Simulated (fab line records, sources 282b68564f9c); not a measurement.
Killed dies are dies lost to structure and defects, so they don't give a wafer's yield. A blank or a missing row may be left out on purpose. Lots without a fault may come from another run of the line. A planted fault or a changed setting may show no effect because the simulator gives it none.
fab line records | flow rit_cmos
record lots=7 wafers=21 last_day=8
route steps=202 shown PWELL@49 WELLDRIVE@50 NWELL@51 NRETRO@53 PRETRO@64 M1@202
lots that met no fault: from a run of the same line without faults
start_h: hours from the record's first day to the start of the lot's first wafer shown | wait_h: hours since the lot's step before | " the same as in the row above | L1.1+2: a row that stands for several wafers | - no value, or no start given | * or withheld: withheld | < > ~ a bound
route shown NAME@n: a module of which the file shows steps, and the number in the route of the first | usual: mean/standard deviation of fault-free wafers | same: alike in all rows | chamber/n: place in a boat | sites: the reading at each site | _std_site: their standard deviation | _edge_site: outer sites' mean less inner sites' | radius_mm: how far each site lies from the wafer's centre | mask NAME#n: copy n | behind: the tool/chamber that last shaped the wafer | hold: why the lot was held/for how many hours/how that ended | device: the transistor (n, p or np) that didn't switch | end of line: the same wafers' tests at the end of the route | a step without rows: its recipe alone | killed: dies lost to structure and defects at the first sort, not the wafer's yield | map: a wafer's dies, x killed, . not, _ none there
set.NAME: the setting as run; set.NAME@STEP: as run at that earlier step | model.NAME: the simulator's own value behind a step, which no gauge read
lots at some steps of the route; a table a step, a row a wafer
services: from which hour (start_h, from the record's first day; less than 0 if before it) a tool's chamber was out of use, for how many hours, and why
## steps
# step RIT_PWELL_TW_MEAS_10
# usual PWELL_TW=950/11
# columns lot.wafer tool chamber start_h wait_h PWELL_TW
L423.2 film_metro-01 - 35.18 0.1 945
L423.4 " - " " 945
L423.6 " - " " 953
L424.1 film_metro-02 - 41.72 0.1 936
L424.5 " - " " 936
L424.6 " - " " 941
L426.1 film_metro-03 - 55.18 0.1 958
L426.4 " - " " 963
L426.6 " - " " 961
L428.1 film_metro-01 - 62.96 0.1 953
L428.3 " - " " 960
L428.5 " - " " 958
L429.1 film_metro-01 - 67.04 0.1 963
L429.5 " - " " 965
L429.6 " - " " 955
L434.4 film_metro-02 - 93.62 0.1 935
L434.5 " - " " 937
L434.6 " - " " 938
L441.1 film_metro-03 - 125.00 0.1 959
L441.4 " - " " 967
L441.6 " - " " 958
# step RIT_WELLDRIVE_ANNEAL_00
# recipe temp_c=1100 time_s=14700 ambient=N2
# step RIT_WELLDRIVE_RS_MEAS_01
# recipe thk_meas_gauge=four-point-probe
# usual NWELL_RS=275.7/0.73
# columns lot.wafer tool chamber start_h wait_h NWELL_RS[ohm/sq]
L423.2 film_metro-03 - 44.70 0.0 277.3
L423.4 " - " " 276.9
L423.6 " - " " 277.3
L424.1 film_metro-03 - 49.76 0.0 276.9
L424.5 " - " " 277.2
L424.6 " - " " 276.9
L426.1 film_metro-02 - 61.58 0.0 276.2
L426.4 " - " " 275.2
L426.6 " - " " 274.9
L428.1 film_metro-03 - 69.61 0.0 276.1
L428.3 " - " " 276.2
L428.5 " - " " 275.9
L429.1 film_metro-03 - 72.94 0.0 275.3
L429.5 " - " " 275.3
L429.6 " - " " 275.2
L434.4 film_metro-02 - 98.84 0.1 274.3
L434.5 " - " " 275.0
L434.6 " - " " 275.7
L441.1 film_metro-02 - 131.65 0.0 274.8
L441.4 " - " " 275.3
L441.6 " - " " 275.2
# step RIT_WELLDRIVE_RS_MEAS_02
# recipe thk_meas_gauge=four-point-probe
# usual PWELL_RS=429.7/1.4
# columns lot.wafer tool chamber start_h wait_h PWELL_RS[ohm/sq]
L423.2 film_metro-03 - 44.82 0.1 432.5
L423.4 " - " " 432.4
L423.6 " - " " 431.3
L424.1 film_metro-03 - 49.88 0.1 429.4
L424.5 " - " " 429.2
L424.6 " - " " 430.0
L426.1 film_metro-02 - 61.70 0.1 431.4
L426.4 " - " " 431.0
L426.6 " - " " 428.5
L428.1 film_metro-03 - 69.73 0.1 430.2
L428.3 " - " " 430.8
L428.5 " - " " 431.8
L429.1 film_metro-03 - 73.06 0.1 429.4
L429.5 " - " " 430.6
L429.6 " - " " 429.6
L434.4 film_metro-02 - 98.96 0.1 429.1
L434.5 " - " " 427.9
L434.6 " - " " 428.9
L441.1 film_metro-02 - 131.77 0.1 427.1
L441.4 " - " " 428.2
L441.6 " - " " 428.7
# step RIT_NRETRO_HMDS_00
# recipe prime_time_s=60 prime_temp_c=140
# step RIT_NRETRO_COAT_01
# recipe resist=NOVOLAK spin_rpm=2000 resist_thk_nm=1300
# step RIT_NRETRO_SOFTBAKE_02
# recipe resist=NOVOLAK temp_c=90 time_s=60
# step RIT_NRETRO_EXPOSE_03
# recipe mask_id=M4 na=0.57 target_cd_nm=43900 dose_mj=250
# step RIT_NRETRO_PEB_04
# recipe resist=NOVOLAK temp_c=withheld time_s=withheld
# step RIT_NRETRO_DEVELOP_05
# recipe resist=NOVOLAK develop_time_s=68 dev_temp_c=23
# step RIT_NRETRO_OVL_MEAS_06
# usual NRETRO_OVL=-1.4/1.3
# columns lot.wafer tool chamber start_h wait_h NRETRO_OVL[nm]
L423.2 overlay-01 - 45.80 - 0.0
L423.4 " - " " 0.1
L423.6 " - " " -0.8
L424.1 overlay-02 - 51.02 - -3.3
L424.5 " - " " -2.9
L424.6 " - " " -3.1
L426.1 overlay-02 - 62.80 - -2.2
L426.4 " - " " -1.1
L426.6 " - " " -1.1
L428.1 overlay-01 - 70.94 - -2.8
L428.3 " - " " -0.8
L428.5 " - " " -1.0
L429.1 overlay-02 - 74.18 - -2.7
L429.5 " - " " -2.6
L429.6 " - " " -1.2
L434.4 overlay-02 - 100.04 - -2.5
L434.5 " - " " -0.2
L434.6 " - " " -0.1
L441.1 overlay-02 - 132.77 - 1.3
L441.4 " - " " 0.7
L441.6 " - " " 0.5
# step RIT_NRETRO_HARDBAKE_07
# recipe resist=NOVOLAK temp_c=140 time_s=120
# step RIT_NRETRO_IMPLANT_08
# recipe species=P energy_kev=70 dose_cm2=1e+13 tilt_deg=7
# usual tilt_deg=6.999/0.021
# columns lot.wafer tool chamber start_h wait_h tilt_deg
L423.2 implanter-03 0 46.11 0.2 6.992
L423.4 " 0 " " 6.990
L423.6 " 0 " " 6.975
L424.1 implanter-04 0 51.30 0.2 7.028
L424.5 " 0 " " 7.035
L424.6 " 0 " " 7.024
L426.1 implanter-04 0 63.08 0.2 7.022
L426.4 " 0 " " 7.021
L426.6 " 0 " " 7.017
L428.1 implanter-04 0 71.22 0.2 6.991
L428.3 " 0 " " 6.991
L428.5 " 0 " " 6.975
L428.1 implanter-04 0 71.54 0.3 7.011
L428.3 " 0 " " 7.022
L428.5 " 0 " " 6.990
L429.1 implanter-02 0 74.47 0.2 7.019
L429.5 " 0 " " 6.987
L429.6 " 0 " " 7.025
L429.1 implanter-02 0 75.05 0.6 7.010
L429.5 " 0 " " 7.002
L429.6 " 0 " " 7.036
L434.4 implanter-04 0 100.38 0.2 6.991
L434.5 " 0 " " 7.018
L434.6 " 0 " " 7.002
L434.4 implanter-04 0 100.70 0.3 7.032
L434.5 " 0 " " 7.027
L434.6 " 0 " " 7.014
L441.1 implanter-03 0 133.06 0.2 6.997
L441.4 " 0 " " 6.985
L441.6 " 0 " " 7.015
# step RIT_NRETRO_STRIP_09
# recipe chemistry=O2 time_s=180 resist=NOVOLAK platen_temp_c=withheld power_w=500 pressure_mtorr=4000 o2_flow_sccm=4000
# usual drypump_motor_current_A=5.8/0.64
# columns lot.wafer tool chamber start_h wait_h drypump_motor_current_A rf_hours_counter_h
L423.2 plasma_asher-01 0 46.23 0.1 6.2 27
L423.4 " 0 " " 6.2 -
L423.6 " 1 " " 5.6 -
L424.1 plasma_asher-02 1 51.45 0.1 4.9 38
L424.5 " 0 " " 6.6 -
L424.6 " 1 " " 4.9 -
L426.1 plasma_asher-02 1 63.23 0.1 4.9 40
L426.4 " 1 " " 4.9 -
L426.6 " 0 " " 6.6 -
L428.1 plasma_asher-02 1 71.69 0.1 4.9 40
L428.3 " 0 " " 6.6 -
L428.5 " 1 " " 4.9 -
L429.1 plasma_asher-03 1 75.20 0.1 6.4 42
L429.5 " 1 " " 6.4 -
L429.6 " 0 " " 5.6 -
L434.4 plasma_asher-02 1 100.83 0.1 4.9 -
L434.5 " 0 " " 6.6 -
L434.6 " 1 " " 4.9 -
L441.1 plasma_asher-02 0 133.21 0.1 6.6 47
L441.4 " 1 " " 4.9 -
L441.6 " 1 " " 4.9 -
# step RIT_NRETRO_TW_MEAS_10
# usual NRETRO_TW=1045/8.5
# columns lot.wafer tool chamber start_h wait_h NRETRO_TW
L423.2 film_metro-04 - 46.42 0.1 1055
L423.4 " - " " 1055
L423.6 " - " " 1058
L424.1 film_metro-02 - 51.63 0.1 1032
L424.5 " - " " 1035
L424.6 " - " " 1031
L426.1 film_metro-04 - 63.41 0.1 1046
L426.4 " - " " 1043
L426.6 " - " " 1048
L428.1 film_metro-04 - 71.87 0.1 1305
L428.3 " - " " 1306
L428.5 " - " " 1316
L428.1 film_metro-04 - 72.09 0.2 1313
L428.3 " - " " 1304
L428.5 " - " " 1310
L429.1 film_metro-04 - 75.37 0.1 1310
L429.5 " - " " 1309
L429.6 " - " " 1302
L429.1 film_metro-04 - 75.60 0.2 1310
L429.5 " - " " 1302
L429.6 " - " " 1306
L434.4 film_metro-01 - 100.98 0.1 1313
L434.5 " - " " 1314
L434.6 " - " " 1312
L434.4 film_metro-01 - 101.21 0.2 1314
L434.5 " - " " 1317
L434.6 " - " " 1320
L441.1 film_metro-02 - 133.38 0.1 1030
L441.4 " - " " 1033
L441.6 " - " " 1042
# step RIT_PRETRO_HMDS_00
# recipe prime_time_s=60 prime_temp_c=140
# step RIT_M1_PROBE_99
# usual killed_at_front_end=6.2/2.8 killed_dies=6.3/2.7 killed_open=3.1/2 killed_short=3.2/1.8
# same gross_dies=264 killed_at_M0_to_M3=0 killed_at_M4_up=0 killed_at_back_side=0 killed_at_contacts=0 killed_at_other=0
# columns lot.wafer tool chamber start_h wait_h killed_at_front_end killed_dies killed_open killed_short
L423.2 prober-02 - 76.10 0.1 5 5 0 5
L423.4 prober-02 - 76.20 0.2 5 5 2 3
L423.6 prober-02 - 76.30 0.2 10 10 5 5
L424.1 prober-01 - 81.21 0.1 5 5 4 1
L424.5 prober-01 - 81.41 0.2 7 7 4 3
L424.6 prober-01 - 81.46 0.2 5 5 3 2
L426.1 prober-01 - 93.50 0.1 6 6 5 1
L426.4 prober-01 - 93.65 0.2 9 9 6 3
L426.6 prober-01 - 93.75 0.2 5 5 1 4
L428.1 prober-02 - 106.59 0.1 5 5 2 3
L428.3 prober-02 - 106.69 0.2 9 9 6 3
L428.5 prober-02 - 106.79 0.2 3 3 2 1
L429.1 prober-01 - 112.62 0.1 6 6 3 3
L429.5 prober-01 - 112.82 0.2 3 3 1 2
L429.6 prober-01 - 112.87 0.2 4 4 2 2
L434.4 prober-02 - 136.91 0.2 3 3 1 2
L434.5 prober-02 - 136.96 0.2 6 6 6 0
L434.6 prober-02 - 137.01 0.2 8 8 6 2
L441.1 prober-01 - 179.90 0.1 3 3 3 0
L441.4 prober-01 - 180.05 0.2 2 2 0 2
L441.6 prober-01 - 180.15 0.2 4 4 1 3
# killed by level:class
L423.2 GATE:geometric_particle:short=3 FOX1:geometric_particle:short=1 SPACER:geometric_particle:short=1
L423.4 SPACER:geometric_particle:short=2 REOX:geometric_particle:short=1 REOX:geometric_particle:open=1 SILICIDE:geometric_particle:open=1
L423.6 GATE:geometric_particle:open=2 SPACER:geometric_particle:short=2 FOX1:geometric_particle:open=1 FOX2:geometric_particle:short=1 GATE:geometric_particle:short=1 REOX:geometric_particle:short=1 REOX:geometric_particle:open=1 SPACER:geometric_particle:open=1
L424.1 GATE:geometric_particle:open=2 GATE:geometric_particle:short=1 REOX:geometric_particle:open=1 SPACER:geometric_particle:open=1
L424.5 GATE:geometric_particle:open=3 GATE:geometric_particle:short=2 FOX2:geometric_particle:open=1 SILICIDE:geometric_particle:short=1
L424.6 SPACER:geometric_particle:open=3 FOX1:geometric_particle:short=1 SPACER:geometric_particle:short=1
L426.1 FOX2:geometric_particle:open=2 GATE:geometric_particle:open=2 SPACER:geometric_particle:open=1 SILICIDE:geometric_particle:short=1
L426.4 SPACER:geometric_particle:open=3 GATE:geometric_particle:short=2 GATE:geometric_particle:open=2 FOX2:geometric_particle:open=1 FOX2:geometric_particle:short=1
L426.6 FOX2:geometric_particle:short=2 GATE:geometric_particle:short=2 GATE:geometric_particle:open=1
L428.1 FOX1:geometric_particle:short=1 GATE:geometric_particle:open=1 REOX:geometric_particle:open=1 SPACER:geometric_particle:short=1 SILICIDE:geometric_particle:short=1
L428.3 SPACER:geometric_particle:open=4 GATE:geometric_particle:short=3 GATE:geometric_particle:open=2
L428.5 GATE:geometric_particle:open=2 ACTIVE:geometric_particle:short=1
L429.1 ACTIVE:geometric_particle:short=1 FOX1:geometric_particle:open=1 FOX1:geometric_particle:short=1 FOX2:geometric_particle:open=1 GATE:geometric_particle:short=1 REOX:geometric_particle:open=1
L429.5 GATE:geometric_particle:short=1 SPACER:geometric_particle:open=1 SPACER:geometric_particle:short=1
L429.6 GATE:geometric_particle:open=2 GATE:geometric_particle:short=1 SILICIDE:geometric_particle:short=1
L434.4 FOX1:geometric_particle:short=1 FOX1:geometric_particle:open=1 GATE:geometric_particle:short=1
L434.5 GATE:geometric_particle:open=6
L434.6 FOX1:geometric_particle:open=4 FOX2:geometric_particle:short=1 GATE:geometric_particle:open=1 SILICIDE:geometric_particle:short=1 SILICIDE:geometric_particle:open=1
L441.1 SPACER:geometric_particle:open=2 REOX:geometric_particle:open=1
L441.4 GATE:geometric_particle:short=1 SILICIDE:geometric_particle:short=1
L441.6 FOX2:geometric_particle:short=1 GATE:geometric_particle:open=1 GATE:geometric_particle:short=1 SPACER:geometric_particle:short=1
## services
# columns tool chamber start_h hours kind
plasma_asher-02 - 25.54 0.4 repair
plasma_asher-01 - 31.67 4.0 pm
implanter-03 - 41.04 3.2 pm
implanter-03 - 59.08 37.7 repair
implanter-02 - 98.24 3.3 pm
implanter-02 - 102.77 3.7 pm
implanter-03 - 106.98 2.0 repair
implanter-04 - 108.97 5.6 repair
## key
first_sign step=RIT_NRETRO_IMPLANT_08 reading=visit direction=added
effect step=RIT_NRETRO_TW_MEAS_10 reading=visit direction=added
effect step=RIT_NRETRO_TW_MEAS_10 reading=NRETRO_TW direction=up sigmas=31 usual=1045 struck=1310
met_at RIT_NRETRO_IMPLANT_08
struck_wafers L428.1,L428.3,L428.5,L429.1,L429.5,L429.6,L434.4,L434.5,L434.6
tester_left_out L428,L429,L434
fault kind=repeated_step_whole tool=implanter-02,implanter-03,implanter-04 chamber=- onset_h=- steps=RIT_NRETRO_IMPLANT_08 times=1 scope=struck_lots_only
# tester_left_out: of these lots the tester's yield and bins aren't shown, on N5 and GAA mostly nor the transistor test; their killed dies are dies lost to structure and defects alone, not to doping, threshold or leakage, so they don't give the yield
